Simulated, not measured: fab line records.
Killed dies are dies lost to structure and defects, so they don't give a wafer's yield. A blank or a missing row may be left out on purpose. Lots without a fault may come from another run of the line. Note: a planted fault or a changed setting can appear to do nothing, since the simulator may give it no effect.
A struck lot beside a sound one :: flow berkeley cmos170 :: 22 steps out of a route of 331
Sound: the wafers L206.1, L206.2, L206.4. Wafers L212.1, L212.4, L212.6 were the ones struck. The cause is named last.
Order at every step that has rows: each side's tool, ch and its chambers, its first start. Under that, the readings that differ: sound wafers :: struck wafers :: difference of the means :: sigmas: that difference in standard deviations of wafers without a fault.
alike: readings with means less than 2 such deviations apart, plus words and numbers identical on both sides. not compared: withheld readings, readings lacking a value on some wafer, bounds such as >300 that could conceal the same value, and numbers that have no deviation in the record and whose values overlap.
Wherever a step has rows on one side only, a row that says differs or no value, or a row with sigmas, the two part there. Non-overlapping numbers with no deviation appear without sigmas and do not part them. Lack of a reading on every wafer of one side parts them only where that side has two or more wafers.

first, 3 steps without rows for these wafers: UCB170_ZERO_EXPOSE_03 (exposes mask PM MARKS, target cd 4000 nm); UCB170_ZERO_PEB_04; UCB170_ZERO_DEVELOP_05 (develop time 45 s).
UCB170_ZERO_ETCH_06: etches SiO2 in CHF3/CF4/Ar, time 12 s.
  sound on rie diel-01 ch 0,1,2, day 2 01:32; struck on rie diel-02 ch 1,3, day 3 05:13
  alike: CHF3_flow_sccm, drypump motor current A, oes product au, rf fwd power W, throttle valve pct
  not compared: rf hours counter h
UCB170_ZERO_STRIP_07: strips in O2.
  sound on plasma asher-01 ch 0,1, day 2 01:34; struck on plasma asher-03 ch 0,1, day 3 05:15
  alike: drypump motor current A, oes product au, strip time to endpoint s
  not compared: rf hours counter h
then, 2 steps without rows for these wafers: UCB170_NWELL_WET_ETCH_00 (etches SiO2 in dHF, time 200 s); UCB170_NWELL_OXIDATION_01 (target thk 26.4 nm, ox time 1260 s).
UCB170_NWELL_THK_MEAS_02:
  sound on film metro-01 at day 2 07:48; struck on film metro-01 at day 3 09:11
  alike: NWELL_OXIDE_THK
then, 2 steps without rows for these wafers: UCB170_NWELL_ANNEAL_03 (time 900 s); UCB170_NWELL_CVD_04 (deposits Si3N4 from SiH2Cl2/NH3, target thk 224 nm, time 3360 s).
UCB170_NWELL_THK_MEAS_05:
  sound on film metro-02 at day 2 14:48; struck on film metro-01 at day 3 18:17
  alike: NWELL_NITRIDE_THK
then, 1 step without rows for these wafers: UCB170_NWELL_HMDS_06 (prime time 60 s).
UCB170_NWELL_COAT_07: resist thk 900 nm.
  sound on litho track-03 ch 0, day 2 15:05; struck on litho track-03 ch 0, day 3 18:29
reading: model.KrF_of_NWELL_COAT_07.thk nm (nm)
sound: 900.3 899.6 898.5
struck: 874.5 877.8 876.7
difference: -23.1
sigmas: 
  alike: dispense pressure kPa
then, 4 steps without rows for these wafers: UCB170_NWELL_SOFTBAKE_08 (time 60 s); UCB170_NWELL_EXPOSE_09 (exposes mask NWELL, target cd 3000 nm); UCB170_NWELL_PEB_10; UCB170_NWELL_DEVELOP_11 (develop time 45 s).
UCB170_NWELL_OVL_MEAS_12:
  sound on overlay-02 at day 2 16:06; struck on overlay-02 at day 3 19:40
  alike: NWELL_OVL
UCB170_NWELL_ETCH_13: etches Si3N4 in CH3F/Ar/O2, stops on SiO2, target depth 246.4 nm, time 154 s.
  sound on rie diel-04 ch 0,1,2, day 2 16:08; struck on rie diel-03 ch 0,1,3, day 3 19:42
reading: rf fwd power W (W)
sound: 453.4 447.3 448.3
struck: 446.0 445.1 447.1
difference: -3.6
sigmas: -2

reading: model.KrF_of_NWELL_COAT_07.thk nm (nm)
sound: 726 723.6 721
struck: 691.7 704.9 702.4
difference: -23.9
sigmas: 
  alike: drypump motor current A, oes product au, throttle valve pct
  not compared: rf hours counter h
then, 1 step without rows for these wafers: UCB170_NWELL_IMPLANT_14.
UCB170_NWELL_STRIP_15: strips in O2.
  sound on plasma asher-01 ch 0,1, day 2 16:23; struck on plasma asher-03 ch 0,1, day 3 19:57
reading: strip time to endpoint s (s)
sound: 18.13 18.05 17.99
struck: 17.31 17.61 17.56
difference: -0.56
sigmas: -6
  alike: drypump motor current A, oes product au
  not compared: rf hours counter h
UCB170_NWELL_TW_MEAS_16:
  sound on film metro-02 at day 2 16:29; struck on film metro-04 at day 3 20:03
  alike: NWELL_TW

## WHERE THEY PART
At UCB170_NWELL_ETCH_13 first; at UCB170_NWELL_STRIP_15 last (within this record only). Later steps at which nothing parts them and some readings are alike: UCB170_NWELL_TW_MEAS_16.

WHY: what the simulator had put in
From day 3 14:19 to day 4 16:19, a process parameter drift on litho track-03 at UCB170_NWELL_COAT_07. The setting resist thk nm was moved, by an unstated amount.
